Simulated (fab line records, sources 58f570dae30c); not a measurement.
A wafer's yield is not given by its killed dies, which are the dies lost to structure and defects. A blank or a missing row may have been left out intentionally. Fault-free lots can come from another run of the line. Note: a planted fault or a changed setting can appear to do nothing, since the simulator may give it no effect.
Problem report, 8D (eight disciplines) form, completed by code || flow berkeley-cmos170 || the parts of the form that need people (team, actions taken, sign-off) are left out

1. WHAT WENT WRONG
Mean of tube-center-temp-C at UCB170_WELLDRIVE_ANNEAL_03: 1124 C across 6 wafers in 2 lots; on wafers with no fault it is 1100 C (standard deviation 0.1). That is +99 or more standard deviations from the usual mean.
The step: time 900 s.
Earliest sighting: wafer L218.1 on furnace-04 at day 5 20:44. The record has a number at this step for 42 wafers belonging to 14 lots. Rule for "out" (also "out of limits"): further than 4 standard deviations from the usual mean. Any other wafer with a number is counted as sound.

2. WHAT THIS IS AND IS NOT
{"question": "which readings at this step", "is": "tube-center-temp-C, spike-tc-centre-C, spike-tc-load-C, spike-tc-source-C, tube_center_temp_C_max", "is not": "-"}
{"question": "which lots", "is": "L218, L219", "is not": "L208, L209, L210, L211, L212, L215, L216, L225, L226, L227, L229, L230"}
{"question": "which wafers of those lots", "is": "all that have a number", "is not": "-"}
{"question": "read on which tools", "is": "furnace-04", "is not": "furnace-01, furnace-03"}
{"question": "when", "is": "from day 5 20:44", "is not": "up to then (21 sound wafers); but 15 sound wafers of L225, L226, L227, L229, L230 came after"}

3. THE SUSPECTS, EACH WITH WHAT RULES IT OUT
Counting: a tool stays on the suspect list if, at a process step up to the reading, it processed all lots that are out and no sound lot following the first of them.
- furnace-04 at UCB170_WELLDRIVE_ANNEAL_03 (time 900 s): kept. All lots that are out passed through it, beginning with L218 at day 5 20:44, and no sound lot followed; its final sound lot before that point was L215 at day 5 05:17. Out on those wafers are its own readings of spike-tc-centre-C, spike-tc-load-C, spike-tc-source-C, tube-center-temp-C, tube_center_temp_C_max.
The count leaves furnace-04 at UCB170_WELLDRIVE_ANNEAL_03.

4. THE CAUSE (what the simulator had put in)
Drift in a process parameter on furnace-04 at UCB170_WELLDRIVE_ANNEAL_03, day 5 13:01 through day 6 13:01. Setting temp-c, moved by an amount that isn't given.
This tool alone remained once counting was done.

5. THE CHAIN OF EFFECTS, in route order
Each row: a reading where the mean over the struck wafers with a number is more than 3 standard deviations away from the usual. Only readings for which the record gives a usual standard deviation are gone through. hours: the time from each lot's start at the first step in this table that gives one to its start at this step, as a median over the lots. sigmas: the change in usual standard deviations.
{"hours": 0, "step": "UCB170_WELLDRIVE_ANNEAL_03", "reading": "spike-tc-centre-C", "usual": "1102.9 C", "on struck wafers": 1126.5, "change": "+23.6", "sigmas": "+21"}
{"hours": 0, "step": "UCB170_WELLDRIVE_ANNEAL_03", "reading": "spike-tc-load-C", "usual": "1126.4 C", "on struck wafers": 1148.9, "change": "+22.5", "sigmas": "+10"}
{"hours": 0, "step": "UCB170_WELLDRIVE_ANNEAL_03", "reading": "spike-tc-source-C", "usual": "1127 C", "on struck wafers": 1150, "change": "+23", "sigmas": "+6.2"}
{"hours": 0, "step": "UCB170_WELLDRIVE_ANNEAL_03", "reading": "tube-center-temp-C", "usual": "1100 C", "on struck wafers": 1124, "change": "+24", "sigmas": "+99 or more"}
{"hours": 0, "step": "UCB170_WELLDRIVE_ANNEAL_03", "reading": "tube_center_temp_C_max", "usual": 1102.9, "on struck wafers": 1126.7, "change": "+23.8", "sigmas": "+47"}
Process steps it contains:
- UCB170_WELLDRIVE_ANNEAL_03: time 900 s.

6. WHAT WOULD HAVE CAUGHT IT SOONER
The fault began at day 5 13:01; the first out-of-limits reading in this record came at day 5 20:44, 8 hours later.
